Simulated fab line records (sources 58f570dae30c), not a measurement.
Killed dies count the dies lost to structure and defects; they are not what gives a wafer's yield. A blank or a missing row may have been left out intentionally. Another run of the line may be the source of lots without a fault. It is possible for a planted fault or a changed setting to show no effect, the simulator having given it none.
Shared-tool check | flow berkeleyCmos170 | 13 lots and 39 wafers in the sample

THE REASON FOR OPENING IT
1 of 13 lots carry a flag on the reading PWELL_NITRIDE_THK at UCB170_PWELL_THK_MEAS_06. Fault-free wafers read 219.3 nm, with a standard deviation of 1.8.
Rule: a lot gets a flag if all its wafers with a number sit over 4 standard deviations from that mean, or if no wafer of it has a number. All remaining lots are regarded as sound.

lot  | measured    | on           | PWELL_NITRIDE_THK (nm), wafer by wafer | flag
L335 | day 3 06:34 | filmMetro-03 | 218.1 217.9 216.1                      | 
L336 | day 3 15:33 | filmMetro-03 | 218.2 216.6 215.6                      | 
L337 | day 3 15:34 | filmMetro-04 | 223.6 223.5 221.6                      | 
L338 | day 3 21:32 | filmMetro-03 | 218.3 217.8 216.2                      | 
L340 | day 4 10:35 | filmMetro-03 | 216.6 220.0 218.9                      | 
L341 | day 4 21:10 | filmMetro-04 | 217.0 215.6 217.0                      | 
L343 | day 5 04:05 | filmMetro-03 | 223.5 223.2 223.7                      | 
L344 | day 5 13:42 | filmMetro-03 | 218.3 218.4 218.3                      | 
L345 | day 5 13:43 | filmMetro-01 | 219.7 221.1 217.2                      | 
L346 | day 5 21:55 | filmMetro-01 | 368.6 369.1 369.5                      | FLAGGED
L347 | day 6 02:30 | filmMetro-03 | 219.6 219.5 219.3                      | 
L352 | day 7 08:14 | filmMetro-03 | 218.9 217.3 217.9                      | 
L356 | day 7 16:11 | filmMetro-01 | 220.5 220.0 219.2                      | 
The numbers of the flagged lots are 369.1 nm on average: +149.8 nm against the usual, or +83 standard deviations.

EACH LOT AND THE TOOL IT RAN ON
The record holds 1 process step before the reading, out of a route of 331 steps. Each cell gives the tool, then ch followed by the chambers the sampled wafers passed through, then the start.
lot  | flag    | UCB170_PWELL_CVD_05
L335 |         | lpcvd-01 ch 1, day 3 04:38
L336 |         | lpcvd-02 ch 1, day 3 13:38
L337 |         | lpcvd-02 ch 0, day 3 13:38
L338 |         | lpcvd-01 ch 0, day 3 19:37
L340 |         | lpcvd-02 ch 0, day 4 08:39
L341 |         | lpcvd-01 ch 0, day 4 19:14
L343 |         | lpcvd-02 ch 1, day 5 02:10
L344 |         | lpcvd-01 ch 1, day 5 11:47
L345 |         | lpcvd-01 ch 1, day 5 11:47
L346 | FLAGGED | lpcvd-01 ch 1, day 5 19:03
L347 |         | lpcvd-02 ch 0, day 6 00:35
L352 |         | lpcvd-02 ch 1, day 7 06:18
L356 |         | lpcvd-02 ch 0, day 7 13:17
What the steps here do:
- UCB170_PWELL_CVD_05: deposits Si3N4 from SiH2Cl2/NH3, target thk 220 nm, time 3300 s.
- UCB170_PWELL_THK_MEAS_06

FLAGGED OVER TOTAL, TOOL BY TOOL (the gauges that took the reading come last)
step                     | tool         | lots run | flagged | share of the flagged lots | sound lots run after its first flagged lot
UCB170_PWELL_CVD_05      | lpcvd-01     | 6        | 1       | all                       | 0
UCB170_PWELL_CVD_05      | lpcvd-02     | 7        | 0       | none                      | -
UCB170_PWELL_THK_MEAS_06 | filmMetro-01 | 3        | 1       | all                       | 1 (L356)
UCB170_PWELL_THK_MEAS_06 | filmMetro-03 | 8        | 0       | none                      | -
UCB170_PWELL_THK_MEAS_06 | filmMetro-04 | 2        | 0       | none                      | -

THE TABLE: WHAT IT ALLOWS
In 2 table rows, all flagged lots were run: lpcvd-01 (UCB170_PWELL_CVD_05), filmMetro-01 (UCB170_PWELL_THK_MEAS_06).
- lpcvd-01 at UCB170_PWELL_CVD_05: 1 of its 6 lots flagged. It ran its last sound lot, L344, at day 5 11:47 and its first flagged lot, L346, at day 5 19:03: a fault with its onset between the two fits.
- filmMetro-01 at UCB170_PWELL_THK_MEAS_06: 1 of its 3 lots flagged. Sound lots followed the first flagged one (L356) on it, something a lasting fault affecting the whole tool could not allow.
lpcvd-01 at UCB170_PWELL_CVD_05 is the single tool remaining.

WHAT HAD BEEN PUT IN BY THE SIMULATOR
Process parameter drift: lpcvd-01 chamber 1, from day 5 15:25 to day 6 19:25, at UCB170_PWELL_CVD_05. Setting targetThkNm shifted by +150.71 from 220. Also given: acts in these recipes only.
Lots struck among those shown: L346. The rule above found the same.
